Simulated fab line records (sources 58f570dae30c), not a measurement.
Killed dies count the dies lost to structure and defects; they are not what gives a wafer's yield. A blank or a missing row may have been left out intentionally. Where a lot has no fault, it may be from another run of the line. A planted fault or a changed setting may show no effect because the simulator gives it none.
Chamber matching :: flow berkeley_cmos170 :: UCB170_ACTIVE_CLEAN_00 on wet_bench-02 has 3 sister chambers
The step cleans in SPM, time 600 s. 14 wafers are shown with their chamber, then 4 later ones without.

## WAFERS WITH THEIR CHAMBER
wafer: L454.3
chamber: 2
bath_guard_temp_C (C): 121.0
bath_heat_duty_pct (%): 13.3

wafer: L454.4
chamber: 2
bath_guard_temp_C (C): 121.1
bath_heat_duty_pct (%): 13.8

wafer: L454.6
chamber: 2
bath_guard_temp_C (C): 120.8
bath_heat_duty_pct (%): 12.4

wafer: L455.1
chamber: 1
bath_guard_temp_C (C): 119.9
bath_heat_duty_pct (%): 12.8

wafer: L455.3
chamber: 1
bath_guard_temp_C (C): 119.3
bath_heat_duty_pct (%): 11.9

wafer: L455.4
chamber: 1
bath_guard_temp_C (C): 119.8
bath_heat_duty_pct (%): 14.1

wafer: L457.3
chamber: 1
bath_guard_temp_C (C): 119.6
bath_heat_duty_pct (%): 12.9

wafer: L457.4
chamber: 1
bath_guard_temp_C (C): 119.4
bath_heat_duty_pct (%): 11.9

wafer: L457.6
chamber: 1
bath_guard_temp_C (C): 119.4
bath_heat_duty_pct (%): 12.3

wafer: L458.1
chamber: 3
bath_guard_temp_C (C): 119.2
bath_heat_duty_pct (%): 12.7

wafer: L458.3
chamber: 3
bath_guard_temp_C (C): 118.8
bath_heat_duty_pct (%): 13.8

wafer: L458.6
chamber: 3
bath_guard_temp_C (C): 119.1
bath_heat_duty_pct (%): 14.3

wafer: L474.2
chamber: 2
bath_guard_temp_C (C): 121.2
bath_heat_duty_pct (%): 12.1

wafer: L474.5
chamber: 2
bath_guard_temp_C (C): 121.3
bath_heat_duty_pct (%): 14.8

SIGNATURES (averages over the wafers above)
reading: bath_guard_temp_C
chamber 1: 119.567
chamber 2: 121.080
chamber 3: 119.033
scatter within a chamber: 0.219

reading: bath_heat_duty_pct
chamber 1: 12.650
chamber 2: 13.280
chamber 3: 13.600
scatter within a chamber: 0.93
Rule: for a wafer and a chamber, the distance is found by dividing, reading by reading, the gap between the wafer's reading and the chamber's mean by the reading's scatter, squaring, summing and taking the root. The wafer belongs to the nearest chamber; if the next one is less than 2 further off, it can't be placed. How the scatter is found: for the shown wafers, subtract from each reading the mean of its chamber, square and add these, divide the total by (wafers less chambers), then take the root.

## WAFERS WHOSE CHAMBER IS MISSING
wafer: L474.6
bath_guard_temp_C (C): 121.0
bath_heat_duty_pct (%): 14.9

wafer: L475.3
bath_guard_temp_C (C): 119.7
bath_heat_duty_pct (%): 11.8

wafer: L475.5
bath_guard_temp_C (C): 119.4
bath_heat_duty_pct (%): 11.0

wafer: L475.6
bath_guard_temp_C (C): 119.6
bath_heat_duty_pct (%): 12.9

## WHICH CHAMBER EACH WENT THROUGH
wafer: L474.6
from the rows above: 2
in truth: 2

wafer: L475.3
from the rows above: 1
in truth: 1

wafer: L475.5
from the rows above: can't be placed: 1 or 3
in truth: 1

wafer: L475.6
from the rows above: 1
in truth: 1
Correct placement for 3 of the 4. Can't be placed from these rows: 1 (the true chamber is among the candidates in 1). Number placed wrongly: 0.
